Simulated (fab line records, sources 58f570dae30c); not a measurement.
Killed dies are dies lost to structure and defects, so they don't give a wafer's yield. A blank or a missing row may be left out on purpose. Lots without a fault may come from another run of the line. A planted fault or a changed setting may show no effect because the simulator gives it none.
Which tool did it? | flow berkeley_cmos170 | 14 lots, 42 wafers sampled, at 4 steps of a route of 331

WHAT THE GAUGES READ, wafer by wafer
UCB170_PFIELD_TW_MEAS_09. Usual: PFIELD_TW 601, standard deviation 5.4.
lot  | measured    | on            | PFIELD_TW   | flag
L156 | day 5 00:41 | film_metro-01 | 593 595 592 |
L157 | day 5 20:01 | film_metro-01 | 592 592 589 |
L161 | day 6 04:14 | film_metro-03 | 602 600 602 |
L164 | day 6 11:53 | film_metro-04 | 601 610 606 |
L165 | day 6 12:04 | film_metro-03 | 604 601 603 |
L167 | day 7 09:38 | film_metro-01 | 592 592 591 |
L169 | day 7 10:28 | film_metro-03 | 605 603 607 |
L170 | day 7 16:38 | film_metro-03 | 606 607 604 |
L171 | day 7 16:19 | film_metro-01 | 592 591 596 |
L172 | day 8 11:36 | film_metro-03 | 602 601 603 |
L174 | day 8 12:37 | film_metro-03 | 601 602 601 |
L175 | day 8 13:04 | film_metro-03 | 602 602 603 |
L178 | day 9 04:51 | film_metro-04 | 606 609 608 |
L177 | day 9 05:10 | film_metro-01 | 591 595 596 |

UCB170_SCREENOX_THK_MEAS_02. Usual: SCREENOX_OXIDE_THK 15.35 nm, standard deviation 0.28.
lot  | measured     | on            | SCREENOX_OXIDE_THK (nm) | flag
L156 | day 6 01:13  | film_metro-03 | 15.53 15.31 15.55       |
L157 | day 6 23:12  | film_metro-01 | 15.49 15.68 15.89       |
L161 | day 7 07:20  | film_metro-03 | 15.01 14.93 15.03       |
L164 | day 7 16:11  | film_metro-03 | 15.03 14.97 14.87       |
L165 | day 7 16:11  | film_metro-01 | 15.13 15.32 14.99       |
L167 | day 8 09:23  | film_metro-01 | 15.29 15.40 15.31       |
L169 | day 8 09:23  | film_metro-02 | 15.20 15.22 15.10       |
L170 | day 8 23:00  | film_metro-03 | 23.83 23.77 23.47       | OFF
L171 | day 8 22:59  | film_metro-01 | 23.26 23.13 23.29       | OFF
L172 | day 9 12:10  | film_metro-03 | 15.35 15.13 15.37       |
L174 | day 9 12:15  | film_metro-03 | 15.64 15.64 15.47       |
L175 | day 9 12:11  | film_metro-01 | 15.40 15.13 15.35       |
L178 | day 10 02:50 | film_metro-03 | 15.59 15.43 15.36       |
L177 | day 10 02:44 | film_metro-03 | 15.53 15.44 15.29       |

WHICH TOOL RAN EACH LOT (tool, then ch and the chambers of the sampled wafers, then the start)
lot  | UCB170_NWELL_ETCH_13              | UCB170_SCREENOX_OXIDATION_01
L156 | rie_diel-02 ch 0,1,3, day 2 12:25 | furnace-01 ch 0, day 5 23:33
L157 | rie_diel-02 ch 1,2,3, day 2 22:22 | furnace-01 ch 0, day 6 21:28
L161 | rie_diel-04 ch 2,3, day 3 22:07   | furnace-02 ch 0, day 7 05:39
L164 | rie_diel-04 ch 0,3, day 4 09:28   | furnace-02 ch 0, day 7 14:31
L165 | rie_diel-01 ch 0,1,2, day 4 09:43 | furnace-02 ch 0, day 7 14:31
L167 | rie_diel-01 ch 0,2,3, day 4 21:17 | furnace-02 ch 0, day 8 07:42
L169 | rie_diel-04 ch 3, day 5 02:41     | furnace-02 ch 0, day 8 07:42
L170 | rie_diel-01 ch 1,2, day 5 13:20   | furnace-02 ch 0, day 8 21:19
L171 | rie_diel-02 ch 0,1,2, day 5 13:35 | furnace-02 ch 0, day 8 21:19
L172 | rie_diel-02 ch 0,2,3, day 5 22:57 | furnace-04 ch 0, day 9 10:30
L174 | rie_diel-02 ch 0,1,2, day 6 09:43 | furnace-04 ch 0, day 9 10:30
L175 | rie_diel-01 ch 0,2, day 6 09:50   | furnace-04 ch 0, day 9 10:30
L178 | rie_diel-01 ch 2,3, day 6 20:15   | furnace-04 ch 0, day 10 01:03
L177 | rie_diel-02 ch 0,1,3, day 6 20:25 | furnace-04 ch 0, day 10 01:03
- UCB170_NWELL_ETCH_13: etches Si3N4 in CH3F/Ar/O2, stops on SiO2, target depth 246.4 nm, time 154 s.
- UCB170_SCREENOX_OXIDATION_01: target thk 14.4 nm, ox time 2400 s.

WHAT THE TOOLS THEMSELVES READ (means of the sampled wafers that have a number; where no wafer has one, the mark that the record gives instead)
UCB170_NWELL_ETCH_13. Usual: drypump_motor_current_A 5.3 A, standard deviation 0.35; oes_product_au 0.943 a.u., standard deviation 0.012; throttle_valve_pct 8.09 %, standard deviation 0.093.
lot  | tool        | drypump_motor_current_A (A) | oes_product_au (a.u.) | throttle_valve_pct (%) | flag
L156 | rie_diel-02 | 5.0                         | 0.945                 | 7.99                   |
L157 | rie_diel-02 | 5.2                         | 0.945                 | 8.06                   |
L161 | rie_diel-04 | 5.7                         | 0.936                 | 8.16                   |
L164 | rie_diel-04 | 5.2                         | 0.952                 | 8.10                   |
L165 | rie_diel-01 | 5.3                         | 0.933                 | 8.09                   |
L167 | rie_diel-01 | 5.1                         | 0.933                 | 8.09                   |
L169 | rie_diel-04 | 5.6                         | 0.937                 | 8.14                   |
L170 | rie_diel-01 | 5.4                         | 0.940                 | 8.17                   |
L171 | rie_diel-02 | 5.1                         | 0.950                 | 8.03                   |
L172 | rie_diel-02 | 5.2                         | 0.954                 | 8.02                   |
L174 | rie_diel-02 | 5.1                         | 0.950                 | 8.04                   |
L175 | rie_diel-01 | 5.2                         | 0.946                 | 8.03                   |
L178 | rie_diel-01 | 5.0                         | 0.928                 | 8.16                   |
L177 | rie_diel-02 | 5.0                         | 0.954                 | 7.99                   |

THE ANSWER, worked out from the rows above alone
Rule: a lot is off if the mean of its wafers that have a number lies more than 3 standard deviations from the usual mean. A lot without any number at a reading at which 4 lots or more have one is off too. The other lots that the step has rows for count as sound. The gauges are gone through in route order, then the tools' own readings, and for those a lot's mean is taken as printed above. The first step at which some lot is off is used, and at that step the reading that is off furthest; a lot without a number counts as furthest.
Off: L170, L171, at UCB170_SCREENOX_THK_MEAS_02 (SCREENOX_OXIDE_THK).
A tool fits if, at a process step before that reading, it ran every lot that is off, and no sound lot after the first of them. The gauges at UCB170_SCREENOX_THK_MEAS_02 are tried like those tools. One fits: furnace-02 at UCB170_SCREENOX_OXIDATION_01. Its last sound lot is L167 (day 8 07:42), its first lot that is off L170 (day 8 21:19): a fault that began between those two fits.

WHAT THE SIMULATOR HAD PUT IN
Process parameter drift: furnace-02, from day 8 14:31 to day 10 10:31, at UCB170_SCREENOX_OXIDATION_01. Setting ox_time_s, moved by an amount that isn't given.
Lots struck among those shown: L171, L170. The rule above found the same.
